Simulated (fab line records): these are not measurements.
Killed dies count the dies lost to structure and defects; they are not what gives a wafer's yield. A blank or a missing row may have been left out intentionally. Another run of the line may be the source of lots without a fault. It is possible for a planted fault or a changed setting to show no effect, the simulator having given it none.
The tool behind it: which one? || flow berkeley cmos170 || 13 lots, 37 wafers sampled, at 6 steps of a route of 331

== WHAT THE GAUGES SHOWED, per wafer ==
UCB170_NWELL_TW_MEAS_16. Usual: NWELL_TW 1256, standard deviation 13.
{"lot": "L657", "measured": "day 2 14:41", "on": "film metro-01", "NWELL_TW": "1268 1271 1273", "flag": ""}
{"lot": "L658", "measured": "day 2 21:44", "on": "film metro-03", "NWELL_TW": "1250 1246 1249", "flag": ""}
{"lot": "L659", "measured": "day 3 05:07", "on": "film metro-01", "NWELL_TW": "1275 1275 1271", "flag": ""}
{"lot": "L660", "measured": "day 3 05:23", "on": "film metro-04", "NWELL_TW": "1249 1251 1247", "flag": ""}
{"lot": "L662", "measured": "day 3 12:25", "on": "film metro-04", "NWELL_TW": "1248 1259 1248", "flag": ""}
{"lot": "L665", "measured": "day 4 06:25", "on": "film metro-04", "NWELL_TW": "1242 1245 1240", "flag": ""}
{"lot": "L664", "measured": "day 4 06:43", "on": "film metro-01", "NWELL_TW": "1262 1273 1266", "flag": ""}
{"lot": "L668", "measured": "day 4 17:52", "on": "film metro-01", "NWELL_TW": "1268 1276 1268", "flag": ""}
{"lot": "L667", "measured": "day 4 18:09", "on": "film metro-04", "NWELL_TW": "1241 1244 1245", "flag": ""}
{"lot": "L669", "measured": "day 5 01:32", "on": "film metro-04", "NWELL_TW": "1245 1260 1253", "flag": ""}
{"lot": "L671", "measured": "day 5 10:14", "on": "film metro-03", "NWELL_TW": 1239, "flag": ""}
{"lot": "L672", "measured": "day 5 20:26", "on": "film metro-01", "NWELL_TW": "1269 1270 1264", "flag": ""}
{"lot": "L680", "measured": "day 7 19:33", "on": "film metro-01", "NWELL_TW": "1263 1263 1262", "flag": ""}

UCB170_GATE_OVL_MEAS_13. Usual: GATE_OVL -3 nm, standard deviation 6.
{"lot": "L657", "measured": "day 7 15:16", "on": "overlay-02", "GATE_OVL (nm)": "-5 -8 -8", "flag": ""}
{"lot": "L658", "measured": "day 8 02:13", "on": "overlay-02", "GATE_OVL (nm)": "3 0 5", "flag": ""}
{"lot": "L659", "measured": "day 8 02:33", "on": "overlay-02", "GATE_OVL (nm)": "-9 -6 0", "flag": ""}
{"lot": "L660", "measured": "day 8 02:26", "on": "overlay-01", "GATE_OVL (nm)": "-6 -10 -14", "flag": ""}
{"lot": "L662", "measured": "day 8 17:01", "on": "overlay-01", "GATE_OVL (nm)": "1 0 -8", "flag": ""}
{"lot": "L665", "measured": "day 9 00:56", "on": "overlay-01", "GATE_OVL (nm)": "3 -5 2", "flag": ""}
{"lot": "L664", "measured": "day 9 01:13", "on": "overlay-02", "GATE_OVL (nm)": "-14 -12 -12", "flag": ""}
{"lot": "L668", "measured": "day 9 18:20", "on": "overlay-02", "GATE_OVL (nm)": "-3 -4 5", "flag": ""}
{"lot": "L667", "measured": "day 9 18:04", "on": "overlay-01", "GATE_OVL (nm)": "1 4 -4", "flag": ""}
{"lot": "L669", "measured": "day 10 03:12", "on": "overlay-01", "GATE_OVL (nm)": "-5 -9 -3", "flag": ""}
{"lot": "L671", "measured": "day 10 17:00", "on": "overlay-02", "GATE_OVL (nm)": -6, "flag": ""}
{"lot": "L672", "measured": "day 11 03:53", "on": "overlay-02", "GATE_OVL (nm)": "-8 -8 -5", "flag": ""}
{"lot": "L680", "measured": "day 12 16:53", "on": "overlay-01", "GATE_OVL (nm)": "2 1 10", "flag": ""}

UCB170_SILICIDE_RS_MEAS_02: a four-point-probe measurement. Usual: SILICIDE_TI_RS 26.1 ohm/sq, standard deviation 0.4.
{"lot": "L657", "measured": "day 8 08:07", "on": "film metro-04", "SILICIDE_TI_RS (ohm/sq)": "26.0 25.6 25.7", "flag": ""}
{"lot": "L658", "measured": "day 8 17:26", "on": "film metro-01", "SILICIDE_TI_RS (ohm/sq)": "26.0 26.1 25.6", "flag": ""}
{"lot": "L659", "measured": "day 8 17:50", "on": "film metro-02", "SILICIDE_TI_RS (ohm/sq)": "26.3 26.8 26.2", "flag": ""}
{"lot": "L660", "measured": "day 8 17:40", "on": "film metro-01", "SILICIDE_TI_RS (ohm/sq)": "26.3 25.9 25.6", "flag": ""}
{"lot": "L662", "measured": "day 9 11:34", "on": "film metro-02", "SILICIDE_TI_RS (ohm/sq)": "26.4 26.6 26.3", "flag": ""}
{"lot": "L665", "measured": "day 9 20:31", "on": "film metro-02", "SILICIDE_TI_RS (ohm/sq)": "26.4 26.3 26.4", "flag": ""}
{"lot": "L664", "measured": "day 9 21:00", "on": "film metro-02", "SILICIDE_TI_RS (ohm/sq)": "26.6 26.5 26.7", "flag": ""}
{"lot": "L668", "measured": "day 10 10:43", "on": "film metro-04", "SILICIDE_TI_RS (ohm/sq)": "25.7 25.5 25.3", "flag": ""}
{"lot": "L667", "measured": "day 10 10:15", "on": "film metro-02", "SILICIDE_TI_RS (ohm/sq)": "26.3 26.1 26.1", "flag": ""}
{"lot": "L669", "measured": "day 10 21:56", "on": "film metro-02", "SILICIDE_TI_RS (ohm/sq)": "25.4 25.5 25.5", "flag": ""}
{"lot": "L671", "measured": "day 11 12:34", "on": "film metro-04", "SILICIDE_TI_RS (ohm/sq)": "67.3 68.9", "flag": "OFF"}
{"lot": "L672", "measured": "day 11 22:55", "on": "film metro-02", "SILICIDE_TI_RS (ohm/sq)": "26.5 26.3 26.3", "flag": ""}
{"lot": "L680", "measured": "day 13 11:02", "on": "film metro-01", "SILICIDE_TI_RS (ohm/sq)": "26.4 26.5 26.7", "flag": ""}

UCB170_SILICIDE_THK_MEAS_03: measures by xrf. Usual: SILICIDE_TI_THK 30.0 nm, standard deviation 0.44.
{"lot": "L657", "measured": "day 8 08:14", "on": "film metro-04", "SILICIDE_TI_THK (nm)": "30.2 30.6 30.7", "flag": ""}
{"lot": "L658", "measured": "day 8 17:32", "on": "film metro-01", "SILICIDE_TI_THK (nm)": "30.0 30.1 30.6", "flag": ""}
{"lot": "L659", "measured": "day 8 17:58", "on": "film metro-02", "SILICIDE_TI_THK (nm)": "29.6 29.2 29.7", "flag": ""}
{"lot": "L660", "measured": "day 8 17:47", "on": "film metro-01", "SILICIDE_TI_THK (nm)": "29.8 30.3 30.5", "flag": ""}
{"lot": "L662", "measured": "day 9 11:39", "on": "film metro-02", "SILICIDE_TI_THK (nm)": "29.8 29.5 29.8", "flag": ""}
{"lot": "L665", "measured": "day 9 20:38", "on": "film metro-02", "SILICIDE_TI_THK (nm)": "29.6 29.7 29.7", "flag": ""}
{"lot": "L664", "measured": "day 9 21:06", "on": "film metro-02", "SILICIDE_TI_THK (nm)": "29.7 29.5 29.3", "flag": ""}
{"lot": "L668", "measured": "day 10 10:49", "on": "film metro-04", "SILICIDE_TI_THK (nm)": "30.2 30.6 30.6", "flag": ""}
{"lot": "L667", "measured": "day 10 10:22", "on": "film metro-02", "SILICIDE_TI_THK (nm)": "29.8 29.9 30.0", "flag": ""}
{"lot": "L669", "measured": "day 10 22:03", "on": "film metro-02", "SILICIDE_TI_THK (nm)": "30.7 30.5 30.4", "flag": ""}
{"lot": "L671", "measured": "day 11 15:28", "on": "film metro-04", "SILICIDE_TI_THK (nm)": "13.7 13.7", "flag": "OFF"}
{"lot": "L672", "measured": "day 11 23:01", "on": "film metro-02", "SILICIDE_TI_THK (nm)": "29.6 30.0 29.8", "flag": ""}
{"lot": "L680", "measured": "day 13 11:10", "on": "film metro-01", "SILICIDE_TI_THK (nm)": "29.9 30.1 29.8", "flag": ""}

UCB170_CONTACT_CD_MEAS_90 targets a cd of 700 nm. Usual: cd nm at 700.6 nm, with a standard deviation of 1.3.
{"lot": "L657", "measured": "day 8 13:16", "on": "cd sem-02", "cd nm (nm)": "701.7 702.0 700.0", "flag": ""}
{"lot": "L658", "measured": "day 9 00:03", "on": "cd sem-02", "cd nm (nm)": "699.7 699.6 700.8", "flag": ""}
{"lot": "L659", "measured": "day 9 00:38", "on": "cd sem-01", "cd nm (nm)": "700.9 701.4 701.3", "flag": ""}
{"lot": "L660", "measured": "day 8 23:46", "on": "cd sem-01", "cd nm (nm)": "700.7 700.9 700.7", "flag": ""}
{"lot": "L662", "measured": "day 9 16:14", "on": "cd sem-02", "cd nm (nm)": "700.8 700.5 702.0", "flag": ""}
{"lot": "L665", "measured": "day 10 00:59", "on": "cd sem-01", "cd nm (nm)": "701.9 700.4 701.2", "flag": ""}
{"lot": "L664", "measured": "day 10 02:41", "on": "cd sem-01", "cd nm (nm)": "698.0 698.5 699.3", "flag": ""}
{"lot": "L668", "measured": "day 10 15:13", "on": "cd sem-02", "cd nm (nm)": "701.4 702.3 701.8", "flag": ""}
{"lot": "L667", "measured": "day 10 14:46", "on": "cd sem-01", "cd nm (nm)": "700.9 702.5 699.1", "flag": ""}
{"lot": "L669", "measured": "day 11 03:30", "on": "cd sem-02", "cd nm (nm)": "699.1 699.8 697.2", "flag": ""}
{"lot": "L672", "measured": "day 12 03:38", "on": "cd sem-02", "cd nm (nm)": "701.0 700.1 699.4", "flag": ""}
{"lot": "L680", "measured": "day 13 17:04", "on": "cd sem-02", "cd nm (nm)": "699.2 699.4 699.6", "flag": ""}

== WHAT TOOL EACH LOT RAN ON (gives the tool, then ch and the chambers of the sampled wafers, and finally the start) ==
{"lot": "L657", "UCB170_SILICIDE_SPUTTER_01": "pvd sputter-04, day 8 08:04"}
{"lot": "L658", "UCB170_SILICIDE_SPUTTER_01": "pvd sputter-01, day 8 17:22"}
{"lot": "L659", "UCB170_SILICIDE_SPUTTER_01": "pvd sputter-03, day 8 17:48"}
{"lot": "L660", "UCB170_SILICIDE_SPUTTER_01": "pvd sputter-04, day 8 17:38"}
{"lot": "L662", "UCB170_SILICIDE_SPUTTER_01": "pvd sputter-03, day 9 11:28"}
{"lot": "L665", "UCB170_SILICIDE_SPUTTER_01": "pvd sputter-01, day 9 20:29"}
{"lot": "L664", "UCB170_SILICIDE_SPUTTER_01": "pvd sputter-03, day 9 20:56"}
{"lot": "L668", "UCB170_SILICIDE_SPUTTER_01": "pvd sputter-04, day 10 10:40"}
{"lot": "L667", "UCB170_SILICIDE_SPUTTER_01": "pvd sputter-01, day 10 10:12"}
{"lot": "L669", "UCB170_SILICIDE_SPUTTER_01": "pvd sputter-04, day 10 21:53"}
{"lot": "L671", "UCB170_SILICIDE_SPUTTER_01": "pvd sputter-04, day 11 12:31"}
{"lot": "L672", "UCB170_SILICIDE_SPUTTER_01": "pvd sputter-03, day 11 22:47"}
{"lot": "L680", "UCB170_SILICIDE_SPUTTER_01": "pvd sputter-03, day 13 11:01"}
- UCB170_SILICIDE_SPUTTER_01: material Ti, target thk 30 nm, time 25 s.

== AS READ BY THE TOOLS THEMSELVES (means over the sampled wafers that have a number; for cases with no such wafer, the mark the record gives instead) ==
UCB170_SILICIDE_SPUTTER_01. Usual: throttle valve pct at 29.5 %, with a standard deviation of 1.2.
{"lot": "L657", "tool": "pvd sputter-04", "throttle valve pct (%)": 29.9, "flag": ""}
{"lot": "L658", "tool": "pvd sputter-01", "throttle valve pct (%)": 29.5, "flag": ""}
{"lot": "L659", "tool": "pvd sputter-03", "throttle valve pct (%)": 30.5, "flag": ""}
{"lot": "L660", "tool": "pvd sputter-04", "throttle valve pct (%)": 29.6, "flag": ""}
{"lot": "L662", "tool": "pvd sputter-03", "throttle valve pct (%)": 30.7, "flag": ""}
{"lot": "L665", "tool": "pvd sputter-01", "throttle valve pct (%)": 28.9, "flag": ""}
{"lot": "L664", "tool": "pvd sputter-03", "throttle valve pct (%)": 29.1, "flag": ""}
{"lot": "L668", "tool": "pvd sputter-04", "throttle valve pct (%)": 29.8, "flag": ""}
{"lot": "L667", "tool": "pvd sputter-01", "throttle valve pct (%)": 28.5, "flag": ""}
{"lot": "L669", "tool": "pvd sputter-04", "throttle valve pct (%)": 30.2, "flag": ""}
{"lot": "L671", "tool": "pvd sputter-04", "throttle valve pct (%)": 28.2, "flag": ""}
{"lot": "L672", "tool": "pvd sputter-03", "throttle valve pct (%)": 29.8, "flag": ""}
{"lot": "L680", "tool": "pvd sputter-03", "throttle valve pct (%)": 29.1, "flag": ""}

== THE ANSWER, worked out from the rows above alone ==
Rule: a lot is off if the mean of its wafers that have a number lies more than 3 standard deviations from the usual mean. A lot without any number at a reading at which 4 lots or more have one is off too. The other lots that the step has rows for count as sound. The gauges are gone through in route order, then the tools' own readings, and for those a lot's mean is taken as printed above. The first step at which some lot is off is used, and at that step the reading that is off furthest; a lot without a number counts as furthest.
Off: at UCB170_SILICIDE_RS_MEAS_02 (SILICIDE_TI_RS), L671.
If a tool, at a process step before that reading, ran all the lots that are off and no sound lot after the first of them, it fits. Those tools and the gauges at UCB170_SILICIDE_RS_MEAS_02 are tried in the same way. Can't be told from this: 2 tools fit, pvd sputter-04 at UCB170_SILICIDE_SPUTTER_01, film metro-04 at UCB170_SILICIDE_RS_MEAS_02.

== WHAT HAD BEEN PUT IN BY THE SIMULATOR ==
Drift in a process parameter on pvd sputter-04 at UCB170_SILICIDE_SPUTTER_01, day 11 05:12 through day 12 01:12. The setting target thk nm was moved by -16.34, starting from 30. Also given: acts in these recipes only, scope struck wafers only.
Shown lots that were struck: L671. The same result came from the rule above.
